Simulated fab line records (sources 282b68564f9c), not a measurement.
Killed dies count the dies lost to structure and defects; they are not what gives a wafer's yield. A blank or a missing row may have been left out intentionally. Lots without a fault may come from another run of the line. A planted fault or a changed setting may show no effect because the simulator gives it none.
Commonality check across tools ; flow rit-cmos ; 13 lots, 39 wafers sampled

WHAT PROMPTED THE OPENING
At RIT_GATE_CD_MEAS_16 the reading cd-nm is flagged on 1 of 13 lots. No-fault wafers: 150.1 nm, standard deviation 2.4.
Rule: a lot is flagged when every wafer of it that has a number lies more than 4 standard deviations from that mean, or none has a number. The rest of the lots are taken to be sound.

lot;measured;on;cd-nm (nm), wafer by wafer;flag
L296;day 2 17:01;cd-sem-01;155.8 152.7 153.0;
L297;day 2 19:17;cd-sem-02;154.5 152.9 152.9;
L298;day 2 23:33;cd-sem-02;147.5 147.9 148.4;
L299;day 3 05:44;cd-sem-02;150.7 151.6 152.9;
L301;day 3 13:28;cd-sem-02;148.7 151.1 149.6;
L302;day 3 20:06;cd-sem-01;13.5 - 132.7;FLAGGED
L306;day 4 15:49;cd-sem-02;150.8 151.9 148.3;
L312;day 5 23:09;cd-sem-01;150.0 149.4 149.3;
L315;day 6 18:14;cd-sem-01;149.1 147.8 149.0;
L316;day 7 07:44;cd-sem-02;147.1 147.2 147.2;
L317;day 7 21:10;cd-sem-02;145.8 149.0 148.9;
L318;day 7 21:27;cd-sem-02;150.7 150.2 151.8;
L319;day 8 10:36;cd-sem-01;152.5 153.5 155.1;
The numbers of the flagged lots are 73.1 nm on average: -77.0 nm against the usual, or -32 standard deviations.

LOT BY LOT: THE TOOL USED
The record keeps 1 process step preceding the reading, out of 202 steps on the route. Cell contents, in order: the tool; ch with the chambers the sampled wafers went through; the start.
lot;flag;RIT_GATE_EXPOSE_13
L296;;iline-stepper-01 ch 0, day 2 16:37
L297;;iline-stepper-02 ch 0, day 2 18:53
L298;;iline-stepper-01 ch 0, day 2 23:09
L299;;iline-stepper-02 ch 0, day 3 05:20
L301;;iline-stepper-02 ch 0, day 3 13:04
L302;FLAGGED;iline-stepper-01 ch 0, day 3 19:41
L306;;iline-stepper-02 ch 0, day 4 15:22
L312;;iline-stepper-02 ch 0, day 5 22:45
L315;;iline-stepper-02 ch 0, day 6 17:49
L316;;iline-stepper-01 ch 0, day 7 07:20
L317;;iline-stepper-01 ch 0, day 7 20:46
L318;;iline-stepper-02 ch 0, day 7 21:01
L319;;iline-stepper-01 ch 0, day 8 10:12
What is done by these steps:
- RIT_GATE_EXPOSE_13: exposes mask M6, target cd 150 nm.
- RIT_GATE_CD_MEAS_16: target cd 150 nm.

FLAGGED OVER TOTAL, TOOL BY TOOL (the gauges that took the reading come last)
step;tool;lots run;flagged;share of the flagged lots;sound lots run after its first flagged lot
RIT_GATE_EXPOSE_13;iline-stepper-01;6;1;all;3 (L316,L317,L319)
RIT_GATE_EXPOSE_13;iline-stepper-02;7;0;none;-
RIT_GATE_CD_MEAS_16;cd-sem-01;5;1;all;3 (L312,L315,L319)
RIT_GATE_CD_MEAS_16;cd-sem-02;8;0;none;-

WHAT THE TABLE PERMITS
Table rows that saw every flagged lot: 2, namely iline-stepper-01 at RIT_GATE_EXPOSE_13 and cd-sem-01 at RIT_GATE_CD_MEAS_16.
- iline-stepper-01 at RIT_GATE_EXPOSE_13: 1 of its 6 lots flagged. Lots that were sound ran on it after the first flagged one (L316, L317, L319); a persistent fault on the entire tool would not allow that. Its own readings lie more than 4 standard deviations out on every wafer of the flagged lots: exposure-dose-mJ-cm2.
- cd-sem-01 at RIT_GATE_CD_MEAS_16: 1 of its 5 lots flagged. Lots that were sound ran on it after the first flagged one (L312, L315, L319); a persistent fault on the entire tool would not allow that.
No row of the table ran every flagged lot and no sound lot after the first.

WHAT THE SIMULATOR PUT IN
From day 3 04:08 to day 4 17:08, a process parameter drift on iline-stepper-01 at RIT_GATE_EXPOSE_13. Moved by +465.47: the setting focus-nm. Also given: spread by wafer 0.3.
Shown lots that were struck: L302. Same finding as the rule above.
